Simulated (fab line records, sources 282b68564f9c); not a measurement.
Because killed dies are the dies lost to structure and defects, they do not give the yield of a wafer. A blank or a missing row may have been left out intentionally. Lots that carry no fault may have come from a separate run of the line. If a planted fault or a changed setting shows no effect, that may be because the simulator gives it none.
The tool behind it: which one? / flow rit_cmos / Sampling: 14 lots, 42 wafers, 2 of 202 route steps

## WHAT THE GAUGES SHOWED, per wafer
RIT_NRETRO_TW_MEAS_10.
lot=L683; measured=day 2 05:42; on=film_metro-02; NRETRO_TW=1050 1053 1052
lot=L684; measured=day 2 11:13; on=film_metro-04; NRETRO_TW=1063 1055 1061
lot=L685; measured=day 2 16:17; on=film_metro-01; NRETRO_TW=1065 1066 1064
lot=L686; measured=day 2 21:25; on=film_metro-02; NRETRO_TW=1054 1048 1055
lot=L689; measured=day 3 11:46; on=film_metro-02; NRETRO_TW=1051 1052 1052
lot=L694; measured=day 4 14:32; on=film_metro-01; NRETRO_TW=2211 2227 2220
lot=L695; measured=day 4 19:40; on=film_metro-04; NRETRO_TW=2218 2227 2215
lot=L697; measured=day 5 05:38; on=film_metro-01; NRETRO_TW=1065 1070 1067
lot=L698; measured=day 5 10:40; on=film_metro-02; NRETRO_TW=1052 1054 1056
lot=L699; measured=day 5 20:00; on=film_metro-04; NRETRO_TW=1065 1069 1072
lot=L701; measured=day 6 06:15; on=film_metro-02; NRETRO_TW=1057 1050 1051
lot=L702; measured=day 6 10:56; on=film_metro-01; NRETRO_TW=1068 1063 1063
lot=L703; measured=day 6 15:31; on=film_metro-02; NRETRO_TW=1050 1044 1048
lot=L704; measured=day 6 18:33; on=film_metro-02; NRETRO_TW=1050 1047 1050

## WHAT TOOL EACH LOT RAN ON (gives the tool, then ch and the chambers of the sampled wafers, and finally the start)
lot=L683; RIT_NRETRO_IMPLANT_08=implanter-01 ch 0, day 2 05:23
lot=L684; RIT_NRETRO_IMPLANT_08=implanter-02 ch 0, day 2 10:54
lot=L685; RIT_NRETRO_IMPLANT_08=implanter-01 ch 0, day 2 15:59
lot=L686; RIT_NRETRO_IMPLANT_08=implanter-01 ch 0, day 2 21:05
lot=L689; RIT_NRETRO_IMPLANT_08=implanter-04 ch 0, day 3 11:27
lot=L694; RIT_NRETRO_IMPLANT_08=implanter-02 ch 0, day 4 14:16
lot=L695; RIT_NRETRO_IMPLANT_08=implanter-02 ch 0, day 4 19:22
lot=L697; RIT_NRETRO_IMPLANT_08=implanter-01 ch 0, day 5 05:19
lot=L698; RIT_NRETRO_IMPLANT_08=implanter-04 ch 0, day 5 10:20
lot=L699; RIT_NRETRO_IMPLANT_08=implanter-04 ch 0, day 5 19:41
lot=L701; RIT_NRETRO_IMPLANT_08=implanter-04 ch 0, day 6 05:55
lot=L702; RIT_NRETRO_IMPLANT_08=implanter-04 ch 0, day 6 10:37
lot=L703; RIT_NRETRO_IMPLANT_08=implanter-01 ch 0, day 6 15:14
lot=L704; RIT_NRETRO_IMPLANT_08=implanter-01 ch 0, day 6 18:14
- RIT_NRETRO_IMPLANT_08

## AS READ BY THE TOOLS THEMSELVES (means over the sampled wafers that have a number; for cases with no such wafer, the mark the record gives instead)
RIT_NRETRO_IMPLANT_08.
lot=L683 tool=implanter-01 dose_ions_cm2=1.0011e+13 faraday_current_uA=31.9
lot=L684 tool=implanter-02 dose_ions_cm2=9.9977e+12 faraday_current_uA=32.2
lot=L685 tool=implanter-01 dose_ions_cm2=9.9950e+12 faraday_current_uA=31.9
lot=L686 tool=implanter-01 dose_ions_cm2=9.9910e+12 faraday_current_uA=31.9
lot=L689 tool=implanter-04 dose_ions_cm2=1.0011e+13 faraday_current_uA=31.7
lot=L694 tool=implanter-02 dose_ions_cm2=1.0000e+14 faraday_current_uA=318.0
lot=L695 tool=implanter-02 dose_ions_cm2=1.0000e+14 faraday_current_uA=317.5
lot=L697 tool=implanter-01 dose_ions_cm2=1.0004e+13 faraday_current_uA=31.6
lot=L698 tool=implanter-04 dose_ions_cm2=1.0013e+13 faraday_current_uA=31.7
lot=L699 tool=implanter-04 dose_ions_cm2=1.0002e+13 faraday_current_uA=32.1
lot=L701 tool=implanter-04 dose_ions_cm2=9.9953e+12 faraday_current_uA=31.4
lot=L702 tool=implanter-04 dose_ions_cm2=9.9943e+12 faraday_current_uA=32.0
lot=L703 tool=implanter-01 dose_ions_cm2=9.9943e+12 faraday_current_uA=31.3
lot=L704 tool=implanter-01 dose_ions_cm2=1.0008e+13 faraday_current_uA=32.2

## THE ANSWER, worked out from the rows above alone
Rule: the usual values come from the lots themselves. The widest of any qualifying gaps counts: lots, ordered by their means at a reading, are off when they make up no more than a third of the lots, leave a main group of 4 or more, and stand apart from it by 3 or more times the standard deviation of that group's means. A main group whose means are all the same, to the digits that the tables above print for the reading, isn't used. A lot without any number at a reading at which 4 lots or more have one is off too. Any other lot the step has rows for is counted as sound. After the gauges, taken in route order, come the tools' own readings; for these a lot's mean is taken, as printed above. The first step at which some lot is off is used, and at that step the reading that is off furthest; a lot without a number counts as furthest.
Off: L694, L695, at RIT_NRETRO_TW_MEAS_10 (NRETRO_TW). For the main group the mean is 1057 and the standard deviation 7.3.
If a tool, at a process step before that reading, ran all the lots that are off and no sound lot after the first of them, it fits. Not tried: the gauges at RIT_NRETRO_TW_MEAS_10; whatever is off there is also off at RIT_NRETRO_IMPLANT_08, on other tools, and gauge error can't account for it. One fits: RIT_NRETRO_IMPLANT_08 on implanter-02. A fault onset in the window from L684 (day 2 10:54, its last sound lot) to L694 (day 4 14:16, its first lot off) fits.
The tool's own readings at RIT_NRETRO_IMPLANT_08 bear it out: on the lots that are off they differ by more than 5 times the standard deviation of the sound lots' means. dose_ions_cm2 reads 1.0000e+14 there against 1.0001e+13 on the sound lots; faraday_current_uA reads 317.8 there against 31.8 on the sound lots.

## WHAT WAS PUT IN BY THE SIMULATOR
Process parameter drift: implanter-02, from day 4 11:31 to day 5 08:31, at RIT_NRETRO_IMPLANT_08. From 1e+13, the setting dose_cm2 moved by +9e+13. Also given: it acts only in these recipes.
Shown lots that were struck: L694, L695. This agrees with what the rule above found.
